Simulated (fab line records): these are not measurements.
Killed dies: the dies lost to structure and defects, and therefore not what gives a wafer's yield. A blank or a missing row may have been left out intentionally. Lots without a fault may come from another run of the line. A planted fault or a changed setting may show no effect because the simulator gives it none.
One fault through the eyes of 2 desks :: flow berkeley_cmos170 :: numbers are kept per desk, each desk with only its own; the story behind them comes last

## METROLOGY DESK
Lot by lot, what the gauges showed, no matter which tool ran the lot: averages of those sampled wafers that carry a number. The brackets show how far a lot's mean lies from the usual mean; more than 4 standard deviations puts the lot out of limits, marked OUT.
Columns: A = PVT_OVL at UCB170_PVT_OVL_MEAS_06, usual 0 nm; B = CONTACT_PSG_THK at UCB170_CONTACT_THK_MEAS_02, usual 701 nm; C = M2_AL_RS at UCB170_M2_RS_MEAS_02, usual 0.0320 ohm/sq
lot: L521
first seen here: day 7 02:41
A: -1
B: 708
C: 0.0323

lot: L524
first seen here: day 7 02:57
A: -5
B: 699
C: 0.0323

lot: L523
first seen here: day 7 06:13
A: 2
B: 702
C: 0.0321

lot: L522
first seen here: day 7 06:29
A: 3
B: 707
C: 0.0318

lot: L526
first seen here: day 7 10:37
A: 0
B: 714
C: 0.0318

lot: L525
first seen here: day 7 15:34
A: -10
B: 695
C: 0.0324

lot: L529
first seen here: day 7 23:54
A: -4
B: 696
C: 0.0320

lot: L528
first seen here: day 8 00:31
A: 3
B: 703
C: 0.0317

lot: L532
first seen here: day 8 10:07
A: 5
B: 693
C: 0.0324

lot: L531
first seen here: day 8 11:07
A: -5
B: 747 (+8.1) OUT
C: 0.0314

lot: L534
first seen here: day 9 02:07
A: 1
B: 698
C: 0.0321

lot: L541
first seen here: day 10 08:02
A: 2
B: 702
C: 0.0318

lot: L542
first seen here: day 10 22:58
A: 5
B: 706
C: 0.0319
This desk's result: L531 out of limits, first on L531 (CONTACT_PSG_THK at UCB170_CONTACT_THK_MEAS_02), day 9 23:22. L521, L524, L523, L522, L526, L525, L529, L528, L532, L534, L541, L542: within limits.

## TOOL OWNER'S DESK, lpcvd-02
The tool's own readings at UCB170_CONTACT_CVD_01 (deposits PSG from SiH4/O2/PH3, target thk 700 nm, time 2820 s): means of the sampled wafers that have a number, for each lot that ran on this tool. The brackets show how far a lot's mean lies from the usual mean; more than 4 standard deviations puts the lot out of limits, marked OUT.
Columns: A = zone_power_centre_pct at UCB170_CONTACT_CVD_01, usual 21.2 %
lot: L526
first seen here: day 8 22:05
A: 21.7

lot: L529
first seen here: day 9 05:19
A: 21.8

lot: L531
first seen here: day 9 21:32
A: 21.8
Result from this desk: across the 3 lots, nothing is out of limits.

## TAKEN TOGETHER
On L531, the metrology desk was in a position to raise an alarm at day 9 23:22.
The desk of the tool owner found nothing out of limits.
On record at the tool owner's desk: L531, within its limits.
Of the lots named, all ran UCB170_CONTACT_CVD_01 on lpcvd-02.

## WHAT THE SIMULATOR HAD PUT IN
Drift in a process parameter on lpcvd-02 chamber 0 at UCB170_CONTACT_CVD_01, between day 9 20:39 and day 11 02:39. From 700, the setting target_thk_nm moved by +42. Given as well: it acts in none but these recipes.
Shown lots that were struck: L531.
Delay in hours, fault start to first out-of-limits reading, per desk: metrology desk 3.
